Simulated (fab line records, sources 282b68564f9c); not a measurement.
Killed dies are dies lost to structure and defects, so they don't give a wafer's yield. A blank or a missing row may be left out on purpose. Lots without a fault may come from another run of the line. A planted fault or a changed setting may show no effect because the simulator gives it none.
Problem report in the 8D (eight disciplines) form, filled by code | flow rit_cmos | the parts of the form that need people (team, actions taken, sign-off) are left out

1. THE PROBLEM
M1_AL_RS at RIT_M1_RS_MEAS_01 reads a mean of 0.0779 ohm/sq on 1 wafer of 1 lot; wafers without a fault read 0.0735 ohm/sq with a standard deviation of 0.00081. That is +5.4 standard deviations from the usual mean.
The step: measures by four-point-probe.
First seen on wafer L818.4, day 6 01:53, on film_metro-02. The record holds 39 wafers of 13 lots with a number at this step. Rule for "out", or "out of limits": more than 4 standard deviations from the usual mean. The other wafers with a number count as sound.

2. WHAT IT IS AND WHAT IT IS NOT
question                    | is               | is not
which readings at this step | M1_AL_RS         | -
which lots                  | L818             | L805, L806, L807, L808, L809, L810, L811, L815, L821, L824, L826, L827
which wafers of those lots  | L818.4           | L818.2, L818.6
read on which gauges        | film_metro-02    | film_metro-01, film_metro-04
when                        | from day 6 01:53 | up to then (26 sound wafers); but 12 sound wafers of L821, L824, L826, L827 came after

3. SUSPECTS, AND WHAT RULES EACH OUT
Counting: a tool at a process step up to the reading stays a suspect if it ran every lot that is out. Sound lots after the first of them don't rule it out here, since some wafers of a struck lot are sound.
- the gauge at RIT_M1_RS_MEAS_01: ruled out. All the wafers that are out were read on film_metro-02, but those of them that RIT_M1_SPUTTER_00 has rows for are out there too, on other tools.
- pvd_sputter-01 at RIT_M1_SPUTTER_00 (material Al, target thk 400 nm, time 500 s): kept. It ran the lot that is out, L818 (day 6 01:34); its last sound lot up to then is L811 (day 4 14:48). Its own readings are out on those wafers: chamber_pressure_pa.
Left after counting: pvd_sputter-01 at RIT_M1_SPUTTER_00.

4. THE CAUSE (what the simulator had put in)
Process parameter drift: pvd_sputter-01, from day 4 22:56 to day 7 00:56, at RIT_M1_SPUTTER_00. Setting chamber_pressure_pa, moved by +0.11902, from 0.4. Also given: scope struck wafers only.
Counting left only this tool.

5. THE CHAIN OF EFFECTS, in route order
Each row: a reading whose mean over the struck wafers that have a number lies more than 3 standard deviations from the usual. Only readings for which the record gives a usual standard deviation are gone through. hours: the time from each lot's start at the first step in this table that gives one to its start at this step, as a median over the lots. sigmas: the change in usual standard deviations.
hours | step               | reading             | usual         | on struck wafers | change  | sigmas
0     | RIT_M1_SPUTTER_00  | chamber_pressure_pa | 0.4000 Pa     | 0.5217           | +0.1217 | +99 or more
0     | RIT_M1_SPUTTER_00  | throttle_valve_pct  | 29.8 %        | 25.9             | -3.9    | -3.9
0     | RIT_M1_RS_MEAS_01  | M1_AL_RS            | 0.0735 ohm/sq | 0.0779           | +0.0044 | +5.4
0     | RIT_M1_THK_MEAS_02 | M1_AL_THK           | 401 nm        | 384              | -17     | -3.0
The process steps in it:
- RIT_M1_SPUTTER_00: material Al, target thk 400 nm, time 500 s.

6. WHAT WOULD HAVE CAUGHT IT SOONER
In this record the first reading out of limits at a measuring or inspecting step was taken at day 6 01:53, 27 hours after the fault began at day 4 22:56.
The tool's own readings at RIT_M1_SPUTTER_00 were out on every struck wafer that the step has a row for (chamber_pressure_pa): an alarm limit on them would have fired on the first of those.
All the lots that are out (1) had begun RIT_M1_SPUTTER_00 on pvd_sputter-01 by day 6 01:53. A hold on the tool at that time would have spared none of them.
